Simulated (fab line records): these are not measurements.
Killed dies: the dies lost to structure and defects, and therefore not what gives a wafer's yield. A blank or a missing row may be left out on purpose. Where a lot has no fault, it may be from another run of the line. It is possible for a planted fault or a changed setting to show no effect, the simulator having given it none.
The tool behind it: which one?	flow ritCmos	Sampling: 6 lots, 18 wafers, 3 of 202 route steps

== WHAT THE GAUGES SHOWED, per wafer ==
RIT_M1_CD_MEAS_09: the cd target is 2600 nm.
lot	measured	on	cdNm (nm)
L203	day 3 16:37	cdSem-02	2601.1 2601.7 2601.3
L205	day 4 01:19	cdSem-01	2601.1 2597.6 2602.0
L207	day 4 11:29	cdSem-02	2599.6 2596.9 2598.2
L209	day 4 22:45	cdSem-02	2597.0 2596.5 2596.7
L211	day 5 09:18	cdSem-02	2604.5 2603.4 2604.5
L219	day 6 23:48	cdSem-02	2601.7 2600.4 2603.3

== WHAT TOOL EACH LOT RAN ON (gives the tool, then ch and the chambers of the sampled wafers, and finally the start) ==
lot	RIT_SILICIDE_RTA_04	RIT_M1_EXPOSE_06
L203	rtpAnneal-02 ch 0, day 3 12:42	ilineStepper-02 ch 0, day 3 16:11
L205	rtpAnneal-02 ch 0, day 3 21:19	ilineStepper-02 ch 0, day 4 00:53
L207	rtpAnneal-02 ch 0, day 4 07:44	ilineStepper-01 ch 0, day 4 11:03
L209	rtpAnneal-02 ch 0, day 4 18:59	ilineStepper-01 ch 0, day 4 22:19
L211	rtpAnneal-02 ch 0, day 5 05:32	ilineStepper-01 ch 0, day 5 08:52
L219	rtpAnneal-02 ch 0, day 6 19:54	ilineStepper-02 ch 0, day 6 23:22
- RIT_SILICIDE_RTA_04: time 10 s, ramp up 5 s, ramp down 5 s.
- RIT_M1_EXPOSE_06: exposes mask M12, target cd 2600 nm.

== THE ANSWER, worked out from the rows above alone ==
Rule: what is usual is taken from the lots themselves. Put in order of their means at a reading, lots are off if they are a third of the lots or fewer, leave a main group of 4 or more, and stand apart from it by a gap of 3 or more times the standard deviation of the main group's means; of several such gaps the widest counts. A main group whose means are all the same, to the digits that the tables above print for the reading, isn't used. Also off: a lot with no number at a reading for which 4 or more lots have one. The other lots that the step has rows for count as sound.
None of the lots is off at any reading shown; this tells nothing.

== WHAT THE SIMULATOR HAD INSERTED ==
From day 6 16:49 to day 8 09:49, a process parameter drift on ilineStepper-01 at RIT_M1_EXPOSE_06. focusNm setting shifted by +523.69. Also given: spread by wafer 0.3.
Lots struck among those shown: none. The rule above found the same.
